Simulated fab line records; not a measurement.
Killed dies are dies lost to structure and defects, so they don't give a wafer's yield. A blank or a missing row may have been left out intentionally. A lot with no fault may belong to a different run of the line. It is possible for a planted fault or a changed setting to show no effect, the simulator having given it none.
Struck lot and sound lot, side by side ; flow rit-cmos ; 45 out of 202 route steps
Sound: the wafers L801.1, L801.3, L801.4. Struck: wafers L812.2, L812.3, L812.4. At the end, the cause is stated.
For every step that has rows: the tool of each side, followed by ch and its chambers, followed by its first start. Under that, the readings that differ: sound wafers ; struck wafers ; difference of the means ; sigmas: that difference in standard deviations of wafers without a fault.
alike: readings whose means differ by less than 2 such deviations, and words and numbers that are the same on both sides. not compared: withheld readings, readings that some wafer has no value for, bounds like >300 that may hide the same value, and numbers for which the record gives no deviation and whose values overlap.
Wherever a step has rows on one side only, a row that says differs or no value, or a row with sigmas, the two part there. Numbers that have no deviation but don't overlap get no sigmas and don't part them. A reading that every wafer of one side lacks parts them only if that side has two wafers or more.

first, 1 step without rows for these wafers: RIT_ACTIVE_HARDBAKE_12 (time 60 s).
RIT_ACTIVE_ETCH_13: etches Si3N4 in SF6, stops on SiO2, time 210 s, target depth 210 nm.
  sound on rie-diel-03 ch 0,2,3, day 2 22:42; struck on rie-diel-02 ch 0,2,3, day 5 04:44
  alike: drypump-motor-current-A, oes-product-au, throttle-valve-pct
  not compared: rf-hours-counter-h
RIT_ACTIVE_STRIP_14: strips in O2, time 180 s.
  sound on plasma-asher-04 ch 0,1, day 2 22:50; struck on plasma-asher-03 ch 0,1, day 5 04:52
  alike: drypump-motor-current-A
  not compared: rf-hours-counter-h
RIT_ACTIVE_CD_MEAS_90: target cd 1400 nm.
  sound on cd-sem-02, day 2 23:01; struck on cd-sem-02, day 5 05:04
  alike: cd-nm
then, 4 steps without rows for these wafers: RIT_ACTIVE_CLEAN_15 (cleans in SC1, time 600 s); RIT_ACTIVE_CLEAN_16 (cleans in dHF, time 30 s); RIT_ACTIVE_CLEAN_17 (cleans in SC2, time 600 s); RIT_FOX1_OXIDATION_00 (target thk 350.7 nm, ox time 1130 s).
RIT_FOX1_THK_MEAS_01:
  sound on film-metro-03, day 3 00:49; struck on film-metro-03, day 5 07:26
  alike: FOX1_OXIDE_THK
then, 2 steps without rows for these wafers: RIT_FOX1_WET_ETCH_02 (etches SiO2 in BOE, target depth 350 nm, time 390 s); RIT_FOX2_OXIDATION_00 (target thk 350.7 nm, ox time 1130 s).
RIT_FOX2_THK_MEAS_01:
  sound on film-metro-03, day 3 02:44; struck on film-metro-03, day 5 08:55
  alike: FOX2_OXIDE_THK
RIT_FOX2_CLEAN_02: cleans in dHF, time 180 s.
  sound on wet-bench-04 ch 1, day 3 02:48; struck on wet-bench-04 ch 2, day 5 08:58
reading;sound;struck;difference;sigmas
run-length-s (s);210.6 210.6 210.6;386.6 386.6 386.6;+176.0;+70
model.SiO2_of_FOX2_OXIDATION_00.thk-nm (nm);326.3 327.5 324.6;308.5 316.8 313.7;-13.1;
then, 1 step without rows for these wafers: RIT_FOX2_WET_ETCH_03 (etches Si3N4 in H3PO4, target depth 195 nm, time 2700 s).
RIT_FOX2_THK_MEAS_90:
  sound on film-metro-03, day 3 03:38; struck on film-metro-04, day 5 09:48
reading;sound;struck;difference;sigmas
FIELD_OXIDE_LEFT_1_THK (nm);315 317 314;298 306 303;-13;-2
then, 6 steps without rows for these wafers: RIT_NWELL_HMDS_00 (prime time 60 s); RIT_NWELL_COAT_01 (resist thk 1300 nm); RIT_NWELL_SOFTBAKE_02 (time 60 s); RIT_NWELL_EXPOSE_03 (exposes mask M2, target cd 43900 nm); RIT_NWELL_PEB_04; RIT_NWELL_DEVELOP_05 (develop time 68 s).
RIT_NWELL_OVL_MEAS_06:
  sound on overlay-02, day 3 04:41; struck on overlay-02, day 5 10:44
  alike: NWELL_OVL
then, 2 steps without rows for these wafers: RIT_NWELL_HARDBAKE_07 (time 120 s); RIT_NWELL_IMPLANT_08.
RIT_NWELL_STRIP_09: strips in O2, time 180 s.
  sound on plasma-asher-02 ch 0,1, day 3 05:08; struck on plasma-asher-01 ch 0,1, day 5 11:17
  alike: drypump-motor-current-A
  not compared: rf-hours-counter-h
RIT_NWELL_TW_MEAS_10:
  sound on film-metro-04, day 3 05:18; struck on film-metro-02, day 5 11:28
reading;sound;struck;difference;sigmas
NWELL_TW;2097 2094 2096;2150 2155 2153;+57;+3
then, 6 steps without rows for these wafers: RIT_PWELL_HMDS_00 (prime time 60 s); RIT_PWELL_COAT_01 (resist thk 1286 nm); RIT_PWELL_SOFTBAKE_02 (time 60 s); RIT_PWELL_EXPOSE_03 (exposes mask M3, target cd 43700 nm); RIT_PWELL_PEB_04; RIT_PWELL_DEVELOP_05 (develop time 68 s).
RIT_PWELL_OVL_MEAS_06:
  sound on overlay-02, day 3 06:14; struck on overlay-01, day 5 12:31
  alike: PWELL_OVL
then, 2 steps without rows for these wafers: RIT_PWELL_HARDBAKE_07 (time 120 s); RIT_PWELL_IMPLANT_08.
RIT_PWELL_STRIP_09: strips in O2, time 180 s.
  sound on plasma-asher-01 ch 0,1, day 3 06:41; struck on plasma-asher-04 ch 0,1, day 5 12:57
  alike: drypump-motor-current-A
  not compared: rf-hours-counter-h
RIT_PWELL_TW_MEAS_10:
  sound on film-metro-03, day 3 06:51; struck on film-metro-03, day 5 13:08
  alike: PWELL_TW
then, 1 step without rows for these wafers: RIT_WELLDRIVE_ANNEAL_00 (time 14700 s).
RIT_WELLDRIVE_RS_MEAS_01: measures by four-point-probe.
  sound on film-metro-03, day 3 13:23; struck on film-metro-02, day 5 18:48
  alike: NWELL_RS
RIT_WELLDRIVE_RS_MEAS_02: measures by four-point-probe.
  sound on film-metro-03, day 3 13:31; struck on film-metro-02, day 5 18:55
  alike: PWELL_RS
then, 2 steps without rows for these wafers: RIT_NRETRO_HMDS_00 (prime time 60 s); RIT_NRETRO_COAT_01 (resist thk 1300 nm).
RIT_FOX2_THK_MEAS_91:
  sound on film-metro-03, day 3 17:18; struck on film-metro-01, day 5 22:40
  alike: FIELD_OXIDE_LEFT_2_THK
RIT_SILICIDE_WET_ETCH_00: etches SiO2 in BOE, target depth 14 nm, time 15 s.
  sound on wet-bench-01 ch 1, day 4 16:36; struck on wet-bench-01 ch 0, day 6 19:27
reading;sound;struck;difference;sigmas
model.SiO2_of_FOX2_OXIDATION_00.thk-nm (nm);142 143.8 138.5;125 134.7 131.4;-11;
RIT_M1_PROBE_99:
  sound on prober-02, day 4 23:32; struck on prober-01, day 7 02:23
reading;sound;struck;difference;sigmas
model.etest.field-n.vt-v (V);33.76 33.75 33.46;31.39 32.56 32.2;-1.61;
model.etest.field-p-metal.vt-v (V);-30.82 -30.91 -30.6;-30.06 -30.07 -30.53;+0.56;
  alike: killed_at_M0_to_M3, killed-at-front-end, killed-dies, killed-on-rim, killed-open, killed-short

## WHERE THEY PART
First at RIT_FOX2_CLEAN_02; last, within this record, at RIT_NWELL_TW_MEAS_10. Later steps at which nothing parts them and some readings are alike: RIT_PWELL_OVL_MEAS_06, RIT_PWELL_STRIP_09, RIT_PWELL_TW_MEAS_10, RIT_WELLDRIVE_RS_MEAS_01, RIT_WELLDRIVE_RS_MEAS_02, RIT_FOX2_THK_MEAS_91, RIT_M1_PROBE_99.

WHY: what the simulator had put in
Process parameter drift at RIT_FOX2_CLEAN_02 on wet-bench-04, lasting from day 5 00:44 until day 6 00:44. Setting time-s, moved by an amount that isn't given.
